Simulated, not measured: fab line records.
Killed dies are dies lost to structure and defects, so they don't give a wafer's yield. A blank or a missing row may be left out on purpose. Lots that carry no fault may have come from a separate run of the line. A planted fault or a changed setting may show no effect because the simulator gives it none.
fab line records + flow rit_cmos
record:
- lots: 6
- wafers: 18
- last_day: 7
route steps=202 shown PSD@150 SDANNEAL@153 NSD@158 PLDD@159 NLDD@160 SILICIDE@161 M1@202
lots that met no fault: from a run of the same line without faults
start_h: hours from the record's first day to the start of the lot's first wafer shown + wait_h: hours from the lot's prior step to this one + " repeats the value in the row above + L1.1+2: one row covering several wafers at once + - no value, or no start given + * or withheld: withheld + < > ~ a bound
route shown NAME@n: NAME is a module with steps in the file, n the number in the route of the first one + usual: average and standard deviation across the fault-free wafers + same: alike in all rows + chamber/n: place in a boat + sites: readings site by site + _std_site: standard deviation of those values + _edge_site: the outer-site mean with the inner-site mean subtracted + radius_mm: for every site, how far away it sits from the centre of the wafer + mask NAME#n: copy n + behind: tool/chamber where the wafer was last shaped + hold: why the lot went on hold/how many hours it stayed there/how the hold came to an end + device: the n, p or np transistor that did not switch + end of line: at the end of the route, the tests of the same wafers + for a step that has no rows: nothing shown but its recipe + killed: not the wafer's yield, but the dies lost to structure and defects at the first sort + map: dies across one wafer; x = killed, . = not, _ = none there
set.NAME: setting as actually run; set.NAME@STEP: the setting as run at that earlier step + model.NAME: the simulator's own value behind a step, which no gauge read
a table for each step, a row for each wafer; lots at some steps of the route
services: from which hour (start_h, from the record's first day; less than 0 if before it) a tool's chamber was out of use, for how many hours, and why
== steps ==
step: RIT_PSD_IMPLANT_08
recipe:
- species: BF2
- energy_kev: 27
- dose_cm2: 5e+15
- tilt_deg: 7
step: RIT_PSD_STRIP_09
recipe:
- chemistry: O2
- time_s: 180
- resist: NOVOLAK
- platen_temp_c: withheld
- power_w: 500
- pressure_mtorr: 4000
- o2_flow_sccm: 4000
usual:
- drypump_motor_current_A: 5.56/0.27
| lot.wafer | tool            | chamber | start_h | wait_h | drypump_motor_current_A | rf_hours_counter_h |
|-----------|-----------------|---------|---------|--------|-------------------------|--------------------|
| L423.1    | plasma_asher-03 | 0       | 74.05   | 0.1    | 5.68                    | 35                 |
| L423.4    | "               | 1       | "       | "      | 5.56                    | -                  |
| L423.5    | "               | 1       | "       | "      | 5.57                    | -                  |
| L431.3    | plasma_asher-03 | 1       | 113.70  | 0.2    | 5.55                    | -                  |
| L431.4    | "               | 0       | "       | "      | 5.66                    | -                  |
| L431.6    | "               | 1       | "       | "      | 5.55                    | -                  |
| L432.3    | plasma_asher-03 | 1       | 127.31  | 0.1    | 5.56                    | -                  |
| L432.4    | "               | 0       | "       | "      | 5.66                    | -                  |
| L432.5    | "               | 1       | "       | "      | 5.55                    | -                  |
| L435.2    | plasma_asher-03 | 0       | 139.45  | 0.1    | 5.67                    | 43                 |
| L435.3    | "               | 1       | "       | "      | 5.56                    | -                  |
| L435.4    | "               | 0       | "       | "      | 5.67                    | -                  |
| L438.1    | plasma_asher-01 | 1       | 146.57  | 0.1    | 5.02                    | 37                 |
| L438.4    | "               | 0       | "       | "      | 5.98                    | -                  |
| L438.5    | "               | 1       | "       | "      | 5.02                    | -                  |
| L442.1    | plasma_asher-03 | 0       | 159.36  | 0.1    | 5.67                    | 46                 |
| L442.2    | "               | 1       | "       | "      | 5.53                    | 46                 |
| L442.3    | "               | 1       | "       | "      | 5.56                    | -                  |
step: RIT_PSD_TW_MEAS_10
usual:
- PSD_TW: 3446/19
| lot.wafer | tool          | chamber | start_h | wait_h | PSD_TW |
|-----------|---------------|---------|---------|--------|--------|
| L423.1    | film_metro-01 | -       | 74.23   | 0.1    | 3444   |
| L423.4    | "             | -       | "       | "      | 3448   |
| L423.5    | "             | -       | "       | "      | 3440   |
| L431.3    | film_metro-02 | -       | 113.83  | 0.1    | 3435   |
| L431.4    | "             | -       | "       | "      | 3412   |
| L431.6    | "             | -       | "       | "      | 3417   |
| L432.3    | film_metro-02 | -       | 127.45  | 0.1    | 3430   |
| L432.4    | "             | -       | "       | "      | 3446   |
| L432.5    | "             | -       | "       | "      | 3436   |
| L435.2    | film_metro-03 | -       | 139.63  | 0.1    | 3460   |
| L435.3    | "             | -       | "       | "      | 3471   |
| L435.4    | "             | -       | "       | "      | 3465   |
| L438.1    | film_metro-03 | -       | 146.74  | 0.1    | 3447   |
| L438.4    | "             | -       | "       | "      | 3440   |
| L438.5    | "             | -       | "       | "      | 3424   |
| L442.1    | film_metro-03 | -       | 159.54  | 0.1    | 3454   |
| L442.2    | "             | -       | "       | "      | 3437   |
| L442.3    | "             | -       | "       | "      | 3457   |
step: RIT_SDANNEAL_CLEAN_00
recipe:
- chemistry: SC1
- mix: 3:3:50
- time_s: 600
- temp_c: 75
step: RIT_SDANNEAL_CLEAN_01
recipe:
- chemistry: dHF
- dilution: 50:1
- time_s: 30
step: RIT_SDANNEAL_CLEAN_02
recipe:
- chemistry: SC2
- mix: 3:3:50
- time_s: 600
- temp_c: 75
- dry: n2_spin
step: RIT_SDANNEAL_RTA_03
recipe:
- temp_c: 1050
- time_s: 5
- idle_temp_c: 600
- ramp_up_c_per_s: 342
- ramp_down_c_per_s: 171
- cool_to_c: 600
- ambient: N2
usual:
- wafer_temp_C_max: 1053.5/1.1
| lot.wafer | tool          | chamber | start_h | wait_h | wafer_temp_C_max |
|-----------|---------------|---------|---------|--------|------------------|
| L423.1    | rtp_anneal-02 | 0       | 74.65   | 0.0    | 1054.9           |
| L423.4    | "             | 0       | "       | "      | 1054.1           |
| L423.5    | "             | 0       | "       | "      | 1053.4           |
| L431.3    | rtp_anneal-02 | 0       | 114.26  | 0.0    | 1052.2           |
| L431.4    | "             | 0       | "       | "      | 1053.1           |
| L431.6    | "             | 0       | "       | "      | 1053.0           |
| L432.3    | rtp_anneal-01 | 0       | 128.07  | 0.0    | 1053.5           |
| L432.4    | "             | 0       | "       | "      | 1052.6           |
| L432.5    | "             | 0       | "       | "      | 1053.7           |
| L435.2    | rtp_anneal-01 | 0       | 140.09  | 0.0    | 1053.7           |
| L435.3    | "             | 0       | "       | "      | 1053.8           |
| L435.4    | "             | 0       | "       | "      | 1052.9           |
| L438.1    | rtp_anneal-01 | 0       | 147.17  | 0.0    | 1052.8           |
| L438.4    | "             | 0       | "       | "      | 1056.2           |
| L438.5    | "             | 0       | "       | "      | 1053.7           |
| L442.1    | rtp_anneal-01 | 0       | 159.97  | 0.0    | 1053.6           |
| L442.2    | "             | 0       | "       | "      | 1054.0           |
| L442.3    | "             | 0       | "       | "      | 1053.2           |
step: RIT_SDANNEAL_RS_MEAS_04
recipe:
- thk_meas_gauge: four-point-probe
usual:
- PSD_RS: 115.8/0.31
| lot.wafer | tool          | chamber | start_h | wait_h | PSD_RS[ohm/sq] |
|-----------|---------------|---------|---------|--------|----------------|
| L423.1    | film_metro-01 | -       | 74.71   | 0.0    | 115.7          |
| L423.4    | "             | -       | "       | "      | 115.5          |
| L423.5    | "             | -       | "       | "      | 115.6          |
| L431.3    | film_metro-03 | -       | 114.37  | 0.1    | 116.1          |
| L431.4    | "             | -       | "       | "      | 115.9          |
| L431.6    | "             | -       | "       | "      | 115.8          |
| L432.3    | film_metro-03 | -       | 128.15  | 0.1    | 115.5          |
| L432.4    | "             | -       | "       | "      | 115.8          |
| L432.5    | "             | -       | "       | "      | 115.5          |
| L435.2    | film_metro-02 | -       | 140.16  | 0.1    | 116.0          |
| L435.3    | "             | -       | "       | "      | 116.0          |
| L435.4    | "             | -       | "       | "      | 116.2          |
| L438.1    | film_metro-02 | -       | 147.23  | 0.0    | 115.9          |
| L438.4    | "             | -       | "       | "      | 116.0          |
| L438.5    | "             | -       | "       | "      | 116.1          |
| L442.1    | film_metro-03 | -       | 160.02  | 0.0    | 115.8          |
| L442.2    | "             | -       | "       | "      | 116.1          |
| L442.3    | "             | -       | "       | "      | 116.0          |
step: RIT_SDANNEAL_RS_MEAS_05
recipe:
- thk_meas_gauge: four-point-probe
usual:
- NSD_RS: 84.54/0.26
| lot.wafer | tool          | chamber | start_h | wait_h | NSD_RS[ohm/sq] |
|-----------|---------------|---------|---------|--------|----------------|
| L423.1    | film_metro-01 | -       | 74.83   | 0.1    | 84.18          |
| L423.4    | "             | -       | "       | "      | 84.15          |
| L423.5    | "             | -       | "       | "      | 84.53          |
| L431.3    | film_metro-03 | -       | 114.49  | 0.1    | 84.92          |
| L431.4    | "             | -       | "       | "      | 84.77          |
| L431.6    | "             | -       | "       | "      | 84.56          |
| L432.3    | film_metro-03 | -       | 128.27  | 0.1    | 84.50          |
| L432.4    | "             | -       | "       | "      | 84.40          |
| L432.5    | "             | -       | "       | "      | 84.29          |
| L435.2    | film_metro-02 | -       | 140.28  | 0.1    | 85.05          |
| L435.3    | "             | -       | "       | "      | 84.87          |
| L435.4    | "             | -       | "       | "      | 85.07          |
| L438.1    | film_metro-02 | -       | 147.35  | 0.1    | 85.06          |
| L438.4    | "             | -       | "       | "      | 84.70          |
| L438.5    | "             | -       | "       | "      | 84.86          |
| L442.1    | film_metro-03 | -       | 160.14  | 0.1    | 84.31          |
| L442.2    | "             | -       | "       | "      | 84.41          |
| L442.3    | "             | -       | "       | "      | 84.09          |
step: RIT_SDANNEAL_RS_MEAS_06
recipe:
- thk_meas_gauge: four-point-probe
usual:
- PLDD_RS: 178.6/0.5
| lot.wafer | tool          | chamber | start_h | wait_h | PLDD_RS[ohm/sq] |
|-----------|---------------|---------|---------|--------|-----------------|
| L423.1    | film_metro-01 | -       | 74.95   | 0.1    | 177.5           |
| L423.4    | "             | -       | "       | "      | 177.4           |
| L423.5    | "             | -       | "       | "      | 177.6           |
| L431.3    | film_metro-03 | -       | 114.61  | 0.1    | 179.2           |
| L431.4    | "             | -       | "       | "      | 178.9           |
| L431.6    | "             | -       | "       | "      | 179.6           |
| L432.3    | film_metro-03 | -       | 128.39  | 0.1    | 178.4           |
| L432.4    | "             | -       | "       | "      | 177.9           |
| L432.5    | "             | -       | "       | "      | 177.9           |
| L435.2    | film_metro-02 | -       | 140.40  | 0.1    | 178.7           |
| L435.3    | "             | -       | "       | "      | 178.8           |
| L435.4    | "             | -       | "       | "      | 178.3           |
| L438.1    | film_metro-02 | -       | 147.47  | 0.1    | 179.3           |
| L438.4    | "             | -       | "       | "      | 178.9           |
| L438.5    | "             | -       | "       | "      | 179.0           |
| L442.1    | film_metro-03 | -       | 160.26  | 0.1    | 178.8           |
| L442.2    | "             | -       | "       | "      | 178.9           |
| L442.3    | "             | -       | "       | "      | 178.9           |
step: RIT_SDANNEAL_RS_MEAS_07
recipe:
- thk_meas_gauge: four-point-probe
usual:
- NLDD_RS: 151.6/0.53
| lot.wafer | tool          | chamber | start_h | wait_h | NLDD_RS[ohm/sq] |
|-----------|---------------|---------|---------|--------|-----------------|
| L423.1    | film_metro-01 | -       | 75.07   | 0.1    | 151.9           |
| L423.4    | "             | -       | "       | "      | 151.5           |
| L423.5    | "             | -       | "       | "      | 151.3           |
| L431.3    | film_metro-03 | -       | 114.73  | 0.1    | 152.2           |
| L431.4    | "             | -       | "       | "      | 151.9           |
| L431.6    | "             | -       | "       | "      | 151.7           |
| L432.3    | film_metro-03 | -       | 128.51  | 0.1    | 151.3           |
| L432.4    | "             | -       | "       | "      | 151.2           |
| L432.5    | "             | -       | "       | "      | 151.4           |
| L435.2    | film_metro-02 | -       | 140.52  | 0.1    | 150.9           |
| L435.3    | "             | -       | "       | "      | 151.1           |
| L435.4    | "             | -       | "       | "      | 151.2           |
| L438.1    | film_metro-02 | -       | 147.59  | 0.1    | 151.9           |
| L438.4    | "             | -       | "       | "      | 151.7           |
| L438.5    | "             | -       | "       | "      | 151.5           |
| L442.1    | film_metro-03 | -       | 160.38  | 0.1    | 151.0           |
| L442.2    | "             | -       | "       | "      | 151.2           |
| L442.3    | "             | -       | "       | "      | 151.7           |
step: RIT_SILICIDE_WET_ETCH_00
recipe:
- chemistry: BOE
- target: SiO2
- target_depth_nm: 14
- time_s: 15
- dry: n2_spin
- dilution: 10:1
- temp_c: 21.5
step: RIT_SILICIDE_SPUTTER_01
recipe:
- material: Ti
- target_thk_nm: 30
- power_w: 350
- chamber_pressure_pa: 0.667
- gas: Ar
- time_s: 240
- substrate_temp_c: 25
usual:
- throttle_valve_pct: 29.9/1.4
| lot.wafer | tool           | chamber | start_h | wait_h | throttle_valve_pct |
|-----------|----------------|---------|---------|--------|--------------------|
| L423.1    | pvd_sputter-01 | -       | 75.21   | 0.0    | 32.3               |
| L423.4    | "              | -       | "       | "      | 29.3               |
| L423.5    | "              | -       | "       | "      | 29.5               |
| L431.3    | pvd_sputter-01 | -       | 114.82  | 0.0    | 28.4               |
| L431.4    | "              | -       | "       | "      | 29.4               |
| L431.6    | "              | -       | "       | "      | 28.8               |
| L432.3    | pvd_sputter-01 | -       | 128.60  | 0.0    | 28.8               |
| L432.4    | "              | -       | "       | "      | 28.1               |
| L432.5    | "              | -       | "       | "      | 32.3               |
| L435.2    | pvd_sputter-02 | -       | 140.63  | 0.0    | 30.7               |
| L435.3    | "              | -       | "       | "      | 30.9               |
| L435.4    | "              | -       | "       | "      | 31.4               |
| L438.1    | pvd_sputter-04 | -       | 147.72  | 0.0    | 31.2               |
| L438.4    | "              | -       | "       | "      | 28.3               |
| L438.5    | "              | -       | "       | "      | 30.9               |
| L442.1    | pvd_sputter-04 | -       | 160.52  | 0.0    | 31.0               |
| L442.2    | "              | -       | "       | "      | 30.2               |
| L442.3    | "              | -       | "       | "      | 28.7               |
step: RIT_SILICIDE_RS_MEAS_02
recipe:
- thk_meas_gauge: four-point-probe
- reads: Ti_of_SILICIDE_SPUTTER_01
usual:
- SILICIDE_TI_RS: 47.8/0.93
| lot.wafer | tool          | chamber | start_h | wait_h | SILICIDE_TI_RS[ohm/sq] |
|-----------|---------------|---------|---------|--------|------------------------|
| L423.1    | film_metro-04 | -       | 75.36   | 0.1    | 46.3                   |
| L423.4    | "             | -       | "       | "      | 48.4                   |
| L423.5    | "             | -       | "       | "      | 48.5                   |
| L431.3    | film_metro-04 | -       | 115.01  | 0.1    | 50.4                   |
| L431.4    | "             | -       | "       | "      | 48.1                   |
| L431.6    | "             | -       | "       | "      | 50.4                   |
| L432.3    | film_metro-04 | -       | 128.79  | 0.1    | 50.7                   |
| L432.4    | "             | -       | "       | "      | 48.6                   |
| L432.5    | "             | -       | "       | "      | 47.1                   |
| L435.2    | film_metro-04 | -       | 140.80  | 0.1    | 47.4                   |
| L435.3    | "             | -       | "       | "      | 48.0                   |
| L435.4    | "             | -       | "       | "      | 46.7                   |
| L438.1    | film_metro-03 | -       | 147.87  | 0.1    | 47.9                   |
| L438.4    | "             | -       | "       | "      | 48.5                   |
| L438.5    | "             | -       | "       | "      | 48.0                   |
| L442.1    | film_metro-04 | -       | 160.67  | 0.1    | 47.1                   |
| L442.2    | "             | -       | "       | "      | 47.3                   |
| L442.3    | "             | -       | "       | "      | 46.6                   |
step: RIT_SILICIDE_THK_MEAS_03
recipe:
- thk_meas_gauge: xrf
- reads: Ti_of_SILICIDE_SPUTTER_01
usual:
- SILICIDE_TI_THK: 30.0/0.48
| lot.wafer | tool          | chamber | start_h | wait_h | SILICIDE_TI_THK[nm] |
|-----------|---------------|---------|---------|--------|---------------------|
| L423.1    | film_metro-04 | -       | 75.48   | 0.1    | 30.7                |
| L423.4    | "             | -       | "       | "      | 29.7                |
| L423.5    | "             | -       | "       | "      | 29.8                |
| L431.3    | film_metro-04 | -       | 115.11  | 0.1    | 28.7                |
| L431.4    | "             | -       | "       | "      | 29.7                |
| L431.6    | "             | -       | "       | "      | 28.8                |
| L432.3    | film_metro-04 | -       | 128.89  | 0.1    | 28.6                |
| L432.4    | "             | -       | "       | "      | 29.5                |
| L432.5    | "             | -       | "       | "      | 30.3                |
| L435.2    | film_metro-04 | -       | 140.91  | 0.1    | 30.0                |
| L435.3    | "             | -       | "       | "      | 29.9                |
| L435.4    | "             | -       | "       | "      | 30.3                |
| L438.1    | film_metro-03 | -       | 147.99  | 0.1    | 29.8                |
| L438.4    | "             | -       | "       | "      | 29.6                |
| L438.5    | "             | -       | "       | "      | 30.0                |
| L442.1    | film_metro-04 | -       | 160.79  | 0.1    | 30.3                |
| L442.2    | "             | -       | "       | "      | 30.2                |
| L442.3    | "             | -       | "       | "      | 30.7                |
step: RIT_SILICIDE_RTA_04
recipe:
- temp_c: 650
- time_s: 10
- idle_temp_c: 25
- ramp_up_s: 5
- ramp_down_s: 5
- cool_to_c: 25
- ambient: N2
usual:
- wafer_temp_C_max: 654.3/0.81
| lot.wafer | tool          | chamber | start_h | wait_h | wafer_temp_C_max |
|-----------|---------------|---------|---------|--------|------------------|
| L423.1    | rtp_anneal-01 | 0       | 75.54   | 0.1    | 653.1            |
| L423.4    | "             | 0       | "       | "      | 653.9            |
| L423.5    | "             | 0       | "       | "      | 654.9            |
| L431.3    | rtp_anneal-02 | 0       | 115.18  | 0.1    | 654.3            |
| L431.4    | "             | 0       | "       | "      | 654.0            |
| L431.6    | "             | 0       | "       | "      | 654.0            |
| L432.3    | rtp_anneal-02 | 0       | 128.95  | 0.1    | 654.5            |
| L432.4    | "             | 0       | "       | "      | 653.7            |
| L432.5    | "             | 0       | "       | "      | 655.1            |
| L435.2    | rtp_anneal-02 | 0       | 140.97  | 0.1    | 654.8            |
| L435.3    | "             | 0       | "       | "      | 653.1            |
| L435.4    | "             | 0       | "       | "      | 654.4            |
| L438.1    | rtp_anneal-01 | 0       | 148.05  | 0.1    | 653.7            |
| L438.4    | "             | 0       | "       | "      | 654.5            |
| L438.5    | "             | 0       | "       | "      | 654.3            |
| L442.1    | rtp_anneal-02 | 0       | 160.85  | 0.1    | 655.9            |
| L442.2    | "             | 0       | "       | "      | 653.7            |
| L442.3    | "             | 0       | "       | "      | 654.6            |
step: RIT_M1_PROBE_99
usual:
- killed_at_contacts: 0.1/0.25
- killed_at_front_end: 7/3.1
- killed_dies: 7/3.2
- killed_open: 3.3/2
- killed_short: 3.5/2
same:
- gross_dies: 264
- killed_at_M0_to_M3: 0
- killed_at_M4_up: 0
- killed_at_back_side: 0
- killed_at_other: 0
| lot.wafer | tool      | chamber | start_h | wait_h | killed_at_contacts | killed_at_front_end | killed_dies | killed_open | killed_short |
|-----------|-----------|---------|---------|--------|--------------------|---------------------|-------------|-------------|--------------|
| L423.1    | prober-02 | -       | 81.95   | 0.1    | 0                  | 6                   | 6           | 2           | 4            |
| L423.4    | prober-02 | -       | 82.10   | 0.2    | 0                  | 9                   | 9           | 4           | 5            |
| L423.5    | prober-02 | -       | 82.15   | 0.2    | 0                  | 3                   | 3           | 1           | 2            |
| L431.3    | prober-02 | -       | 128.66  | 0.3    | 1                  | 4                   | 5           | 3           | 2            |
| L431.4    | prober-02 | -       | 128.71  | 0.4    | 0                  | 6                   | 6           | 2           | 4            |
| L431.6    | prober-02 | -       | 128.81  | 0.4    | 0                  | 4                   | 4           | 1           | 3            |
| L435.2    | prober-01 | -       | 148.72  | 0.1    | 0                  | 11                  | 11          | 5           | 6            |
| L435.3    | prober-01 | -       | 148.77  | 0.2    | 0                  | 10                  | 10          | 6           | 4            |
| L435.4    | prober-01 | -       | 148.82  | 0.2    | 0                  | 14                  | 14          | 9           | 5            |
| L442.1    | prober-01 | -       | 167.34  | 0.1    | 0                  | 13                  | 13          | 9           | 4            |
| L442.2    | prober-01 | -       | 167.39  | 0.1    | 0                  | 3                   | 3           | 1           | 2            |
| L442.3    | prober-01 | -       | 167.44  | 0.2    | 0                  | 10                  | 10          | 3           | 7            |
killed by level:class
L423.1 FOX2:geometric_particle:short=1 GATE:geometric_particle:open=1 GATE:geometric_particle:short=1 SPACER:geometric_particle:short=1 SILICIDE:geometric_particle:short=1 SILICIDE:geometric_particle:open=1
L423.4 GATE:geometric_particle:short=4 FOX1:geometric_particle:open=1 FOX2:geometric_particle:short=1 FOX2:geometric_particle:open=1 GATE:geometric_particle:open=1 REOX:geometric_particle:open=1
L423.5 GATE:geometric_particle:open=1 REOX:geometric_particle:short=1 SILICIDE:geometric_particle:short=1
L431.3 FOX1:geometric_particle:short=1 FOX2:geometric_particle:open=1 SILICIDE:geometric_particle:short=1 SILICIDE:geometric_particle:open=1 CONTACT:geometric_particle:open=1
L431.4 GATE:geometric_particle:short=2 SILICIDE:geometric_particle:open=2 SILICIDE:geometric_particle:short=2
L431.6 FOX2:geometric_particle:short=2 GATE:geometric_particle:short=1 SILICIDE:geometric_particle:open=1
L435.2 GATE:geometric_particle:short=4 GATE:geometric_particle:open=3 FOX1:geometric_particle:open=1 FOX2:geometric_particle:short=1 REOX:geometric_particle:short=1 REOX:geometric_particle:open=1
L435.3 GATE:geometric_particle:short=4 GATE:geometric_particle:open=3 FOX1:geometric_particle:open=2 REOX:geometric_particle:open=1
L435.4 FOX1:geometric_particle:open=4 FOX1:geometric_particle:short=2 FOX2:geometric_particle:open=2 GATE:geometric_particle:open=2 FOX2:geometric_particle:short=1 GATE:geometric_particle:short=1 SILICIDE:geometric_particle:short=1 SILICIDE:geometric_particle:open=1
L442.1 GATE:geometric_particle:short=3 GATE:geometric_particle:open=3 SILICIDE:geometric_particle:open=3 FOX1:geometric_particle:open=2 SPACER:geometric_particle:open=1 SILICIDE:geometric_particle:short=1
L442.2 FOX1:geometric_particle:short=1 GATE:geometric_particle:open=1 SILICIDE:geometric_particle:short=1
L442.3 FOX1:geometric_particle:short=2 GATE:geometric_particle:open=2 GATE:geometric_particle:short=2 SPACER:geometric_particle:short=2 SILICIDE:geometric_particle:short=1 SILICIDE:geometric_particle:open=1
== services ==
| tool            | chamber | start_h | hours | kind   |
|-----------------|---------|---------|-------|--------|
| plasma_asher-03 | -       | 67.92   | 3.8   | repair |
| pvd_sputter-02  | -       | 102.47  | 2.1   | repair |
| pvd_sputter-02  | -       | 112.11  | 2.4   | repair |
| plasma_asher-01 | -       | 112.30  | 2.8   | pm     |
| plasma_asher-03 | -       | 130.17  | 3.4   | repair |
| pvd_sputter-01  | -       | 130.93  | 2.0   | repair |
| pvd_sputter-01  | -       | 133.63  | 0.8   | repair |
== key ==
first_sign:
- step: RIT_SILICIDE_RS_MEAS_02
- reading: SILICIDE_TI_RS
- direction: up
- sigmas: 2.9
- usual: 47.8
- struck: 50.5
effect:
- step: RIT_SILICIDE_THK_MEAS_03
- reading: SILICIDE_TI_THK
- direction: down
- sigmas: 2.8
- usual: 30.0
- struck: 28.7
met_at RIT_SILICIDE_SPUTTER_01
struck_wafers L431.3,L431.6,L432.3
tester_left_out L431,L432
fault:
- kind: site_profile_drift
- tool: pvd_sputter-01
- chamber: -
- onset_h: 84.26
- steps: RIT_SILICIDE_SPUTTER_01
- basis: fraction
- max_abs_drift: 0.073001
- slope_share_per_hr: 36.5
- site_pattern: 0,0,0,0,0,-1,-1,-1,-1
- scope: struck_wafers_only
tester_left_out: of these lots the tester's yield and bins aren't shown, on N5 and GAA mostly nor the transistor test; their killed dies are dies lost to structure and defects alone, not to doping, threshold or leakage, so they don't give the yield
